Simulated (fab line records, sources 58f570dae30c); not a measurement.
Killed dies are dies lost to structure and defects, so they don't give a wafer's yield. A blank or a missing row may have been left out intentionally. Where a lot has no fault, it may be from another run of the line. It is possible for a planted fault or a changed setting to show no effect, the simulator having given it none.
Split-lot trial | flow berkeleyCmos170 | 5 lots, 23 wafers read, on a route of 331 steps

## ABOUT THE SPLIT
At UCB170_CONTACT_PEB_13, the setting pebTempC was moved away from the recipe's 130 C on 10 of the 23 wafers read, by -3.0% to +2.8%. All remaining wafers had this setting at the recipe value.

## FROM THE SPLIT TO THE READING: what the file shows between them, 5 steps
- UCB170_CONTACT_DEVELOP_14: develop time 45 s
- UCB170_CONTACT_CD_MEAS_15: target cd 700 nm
- UCB170_CONTACT_ETCH_17: etches BARC in N2/H2
- UCB170_CONTACT_ETCH_18: etches PSG in CHF3/CF4/Ar, stops on TiSi2, target depth 840 nm, time 195 s
- UCB170_CONTACT_STRIP_19: strips in O2

## THE READING
cdNm, in nm, at UCB170_CONTACT_CD_MEAS_90 (target cd 700 nm). On this fab line, fault-free wafers typically give 699.1 nm with a standard deviation of 1.4 nm.

wafer  | tool, chamber at the split | pebTempC as run, C | against the recipe | cdNm, nm | against lot-mates on the recipe
L080.1 | lithoTrack-04, 0           | 130                | recipe             | 696.6    | -
L080.2 | lithoTrack-04, 0           | 130                | recipe             | 698.6    | -
L080.5 | lithoTrack-04, 0           | 130                | recipe             | 697.4    | -
L082.1 | lithoTrack-04, 0           | 130                | recipe             | 698.5    | -
L082.2 | lithoTrack-04, 0           | 130                | recipe             | 698.1    | -
L082.3 | lithoTrack-04, 0           | 128.9              | -0.8%              | 691.8    | -5.9
L082.4 | lithoTrack-04, 0           | 130                | recipe             | 696.5    | -
L082.5 | lithoTrack-04, 0           | 128.9              | -0.8%              | 689.6    | -8.1
L081.1 | lithoTrack-02, 0           | 133.6              | +2.8%              | 720.4    | +20.4
L081.2 | lithoTrack-02, 0           | 130                | recipe             | 698.6    | -
L081.4 | lithoTrack-02, 0           | 133.6              | +2.8%              | 718.7    | +18.7
L081.5 | lithoTrack-02, 0           | 133.6              | +2.8%              | 720.0    | +20.0
L081.6 | lithoTrack-02, 0           | 130                | recipe             | 701.5    | -
L079.1 | lithoTrack-01, 0           | 126.1              | -3.0%              | 671.4    | -27.3
L079.2 | lithoTrack-01, 0           | 130                | recipe             | 697.2    | -
L079.4 | lithoTrack-01, 0           | 130                | recipe             | 699.7    | -
L079.5 | lithoTrack-01, 0           | 130                | recipe             | 699.3    | -
L079.6 | lithoTrack-01, 0           | 126.1              | -3.0%              | 668.7    | -30.0
L084.1 | lithoTrack-02, 0           | 130                | recipe             | 698.1    | -
L084.2 | lithoTrack-02, 0           | 131                | +0.8%              | 703.9    | +5.1
L084.3 | lithoTrack-02, 0           | 131                | +0.8%              | 706.6    | +7.9
L084.5 | lithoTrack-02, 0           | 131                | +0.8%              | 705.5    | +6.8
L084.6 | lithoTrack-02, 0           | 130                | recipe             | 699.4    | -

FIT RESULTS
A straight line over all 23 wafers: cdNm changes by +8.54 nm for each +1% of pebTempC; r = +0.99; the points scatter about the line by 1.7 nm.
The same after taking each lot's own level away (the mean of its wafers on the recipe; 23 wafers): +8.24 nm for each +1%; r = +0.99; scatter 1.9 nm.
Per that fit: largest pebTempC move, reading shift of 25 nm.
The span of the lots' own levels, 697.53 to 700.05 nm, comes to 1.8 times the standard deviation stated above.
So the lot-to-lot level changes the slope little: the two slopes agree.
Check: for one of the wafers moved furthest among these (-3.0%), held out of the fit, the line's prediction against its lot-mates is -24.8 nm. Against them it came out at -27.3 nm.

## THE WHOLE CHAIN: every reading that the file lists as answering this split, in the file's order
step                      | what it does         | reading                                                       | change (the file's fit)              | r (the file's)
UCB170_CONTACT_DEVELOP_14 | develop time 45 s    | CONTACT.cdNm (the simulator's own value, which no gauge read) | +8.6 nm for each +1% of the setting  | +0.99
UCB170_CONTACT_CD_MEAS_15 | target cd 700 nm     | cdNm                                                          | +8.57 nm for each +1% of the setting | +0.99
UCB170_CONTACT_ETCH_17    | etches BARC in N2/H2 | CONTACT.cdNm (the simulator's own value, which no gauge read) | +8.54 nm for each +1% of the setting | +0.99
UCB170_CONTACT_CD_MEAS_90 | target cd 700 nm     | cdNm                                                          | +8.42 nm for each +1% of the setting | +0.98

## FILE'S OWN FIT
cdNm changes by +8.42 nm for each +1% of pebTempC, r = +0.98.
